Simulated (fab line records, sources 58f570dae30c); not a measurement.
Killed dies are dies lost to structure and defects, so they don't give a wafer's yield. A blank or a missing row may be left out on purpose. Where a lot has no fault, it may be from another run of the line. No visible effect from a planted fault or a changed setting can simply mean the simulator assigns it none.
Chamber matching / flow berkeleyCmos170 / rieDiel-01 running UCB170_NWELL_ETCH_13: 4 sister chambers
The step etches Si3N4 in CH3F/Ar/O2, stops on SiO2, target depth 246.4 nm, time 154 s. 8 wafers are shown with their chamber, then 8 later ones without.

== WAFERS, EACH WITH ITS CHAMBER ==
wafer=L326.6; chamber=3; throttleValvePct (%)=8.18; drypumpMotorCurrentA (A)=6.5
wafer=L332.3; chamber=2; throttleValvePct (%)=8.04; drypumpMotorCurrentA (A)=5.9
wafer=L332.4; chamber=0; throttleValvePct (%)=8.16; drypumpMotorCurrentA (A)=6.0
wafer=L332.6; chamber=2; throttleValvePct (%)=8.07; drypumpMotorCurrentA (A)=5.9
wafer=L333.2; chamber=1; throttleValvePct (%)=8.32; drypumpMotorCurrentA (A)=5.8
wafer=L333.3; chamber=0; throttleValvePct (%)=8.17; drypumpMotorCurrentA (A)=5.9
wafer=L333.4; chamber=3; throttleValvePct (%)=8.19; drypumpMotorCurrentA (A)=6.4
wafer=L336.2; chamber=1; throttleValvePct (%)=8.30; drypumpMotorCurrentA (A)=5.8

== WAFERS MISSING THEIR CHAMBER ==
wafer=L336.4; throttleValvePct (%)=8.16; drypumpMotorCurrentA (A)=5.9
wafer=L336.5; throttleValvePct (%)=8.31; drypumpMotorCurrentA (A)=5.8
wafer=L343.1; throttleValvePct (%)=8.08; drypumpMotorCurrentA (A)=5.9
wafer=L343.2; throttleValvePct (%)=8.19; drypumpMotorCurrentA (A)=6.4
wafer=L343.6; throttleValvePct (%)=8.06; drypumpMotorCurrentA (A)=5.9
wafer=L345.2; throttleValvePct (%)=8.29; drypumpMotorCurrentA (A)=5.8
wafer=L345.4; throttleValvePct (%)=8.17; drypumpMotorCurrentA (A)=5.9
wafer=L345.5; throttleValvePct (%)=8.31; drypumpMotorCurrentA (A)=5.8

== CHAMBER TAKEN BY EACH ==
wafer=L336.4; from the rows above=0; in truth=0
wafer=L336.5; from the rows above=1; in truth=1
wafer=L343.1; from the rows above=2; in truth=2
wafer=L343.2; from the rows above=3; in truth=3
wafer=L343.6; from the rows above=2; in truth=2
wafer=L345.2; from the rows above=1; in truth=1
wafer=L345.4; from the rows above=0; in truth=0
wafer=L345.5; from the rows above=1; in truth=1
8 of 8 placed correctly. Number that these rows cannot place: 0. Wrongly placed: 0.
How it was worked out, from the rows above alone: a wafer's distance from a chamber is the root of the sum, over the readings, of the square of ((its reading less the chamber's mean) divided by the reading's scatter). The wafer belongs to the nearest chamber; if the next one is less than 2 further off, it can't be placed. A chamber's mean is the mean of its shown wafers. The scatter is the square root of a quotient: the sum, over the shown wafers, of each reading's squared deviation from its chamber's mean, divided by wafers minus chambers.
